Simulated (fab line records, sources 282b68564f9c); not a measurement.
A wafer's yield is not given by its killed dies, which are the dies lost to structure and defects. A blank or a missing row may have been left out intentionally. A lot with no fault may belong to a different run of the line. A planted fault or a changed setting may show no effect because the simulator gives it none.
Check of tool commonality + flow rit_cmos + 42 wafers sampled across 14 lots

WHAT PROMPTED THE OPENING
RIT_NWELL_TW_MEAS_10, reading NWELL_TW: flagged on 2 of 14 lots. No-fault wafers: 2149, standard deviation 24.
Rule: a lot is flagged when every wafer of it that has a number lies more than 4 standard deviations from that mean, or none has a number. The other lots count as sound.

| lot  | measured    | on            | NWELL_TW, wafer by wafer | flag    |
|------|-------------|---------------|--------------------------|---------|
| L422 | day 1 21:46 | film_metro-02 | 2120 2114 2112           |         |
| L423 | day 2 05:15 | film_metro-04 | 2138 2152 2139           |         |
| L424 | day 2 08:14 | film_metro-01 | 2182 2180 2176           |         |
| L426 | day 2 17:07 | film_metro-01 | 2188 2166 2171           |         |
| L427 | day 2 21:59 | film_metro-02 | 2124 2127 2129           |         |
| L428 | day 3 03:41 | film_metro-01 | 2175 2166 2158           |         |
| L430 | day 3 14:09 | film_metro-01 | 2167 2160 2164           |         |
| L431 | day 3 18:59 | film_metro-01 | 2175 2167 2169           |         |
| L432 | day 3 23:20 | film_metro-02 | 2114 2122 2121           |         |
| L433 | day 4 04:02 | film_metro-01 | 2176 2172 2178           |         |
| L434 | day 4 08:54 | film_metro-04 | 2167 2159 2161           |         |
| L437 | day 5 01:34 | film_metro-04 | 2145 2144 2141           |         |
| L441 | day 5 22:47 | film_metro-02 | 1903 1901 1908           | FLAGGED |
| L443 | day 6 09:19 | film_metro-02 | 1904 1918 1912           | FLAGGED |
Average over the flagged lots: 1908; offset from the usual -241, equal to -10 standard deviations.

EACH LOT AND THE TOOL IT RAN ON
The record keeps 1 process step preceding the reading, out of 202 steps on the route. Every cell lists first the tool, next ch and the chambers used by the sampled wafers, and last the start.
| lot  | flag    | RIT_NWELL_IMPLANT_08           |
|------|---------|--------------------------------|
| L422 |         | implanter-02 ch 0, day 1 21:29 |
| L423 |         | implanter-03 ch 0, day 2 04:58 |
| L424 |         | implanter-02 ch 0, day 2 07:55 |
| L426 |         | implanter-03 ch 0, day 2 16:48 |
| L427 |         | implanter-03 ch 0, day 2 21:41 |
| L428 |         | implanter-03 ch 0, day 3 03:22 |
| L430 |         | implanter-02 ch 0, day 3 13:49 |
| L431 |         | implanter-02 ch 0, day 3 18:40 |
| L432 |         | implanter-03 ch 0, day 3 23:01 |
| L433 |         | implanter-01 ch 0, day 4 03:43 |
| L434 |         | implanter-01 ch 0, day 4 08:35 |
| L437 |         | implanter-02 ch 0, day 5 01:14 |
| L441 | FLAGGED | implanter-02 ch 0, day 5 22:29 |
| L443 | FLAGGED | implanter-02 ch 0, day 6 08:59 |
What is done by these steps:
- RIT_NWELL_IMPLANT_08
- RIT_NWELL_TW_MEAS_10

FLAGGED OVER TOTAL, TOOL BY TOOL (the gauges that took the reading come last)
| step                 | tool          | lots run | flagged | share of the flagged lots | sound lots run after its first flagged lot |
|----------------------|---------------|----------|---------|---------------------------|--------------------------------------------|
| RIT_NWELL_IMPLANT_08 | implanter-01  | 2        | 0       | none                      | -                                          |
| RIT_NWELL_IMPLANT_08 | implanter-02  | 7        | 2       | all                       | 0                                          |
| RIT_NWELL_IMPLANT_08 | implanter-03  | 5        | 0       | none                      | -                                          |
| RIT_NWELL_TW_MEAS_10 | film_metro-01 | 6        | 0       | none                      | -                                          |
| RIT_NWELL_TW_MEAS_10 | film_metro-02 | 5        | 2       | all                       | 0                                          |
| RIT_NWELL_TW_MEAS_10 | film_metro-04 | 3        | 0       | none                      | -                                          |

WHAT IS ALLOWED BY THE TABLE
Every flagged lot went through 2 rows of the table: implanter-02 at RIT_NWELL_IMPLANT_08 and film_metro-02 at RIT_NWELL_TW_MEAS_10.
- implanter-02 at RIT_NWELL_IMPLANT_08: 2 of its 7 lots flagged. Its last sound lot is L437 (day 5 01:14), its first flagged lot L441 (day 5 22:29): a fault that began between those two fits. Its own readings lie more than 4 standard deviations out on every wafer of the flagged lots: dose_ions_cm2, faraday_current_uA.
- film_metro-02 at RIT_NWELL_TW_MEAS_10: 2 of its 5 lots flagged. Its last sound lot is L432 (day 3 23:20), its first flagged lot L441 (day 5 22:47): a fault that began between those two fits.
Because each of these 2 tools fits a fault that began at some hour, counting lots does not separate them. More lots, or a look at what each step does to the wafer, might.

WHAT THE SIMULATOR PUT IN
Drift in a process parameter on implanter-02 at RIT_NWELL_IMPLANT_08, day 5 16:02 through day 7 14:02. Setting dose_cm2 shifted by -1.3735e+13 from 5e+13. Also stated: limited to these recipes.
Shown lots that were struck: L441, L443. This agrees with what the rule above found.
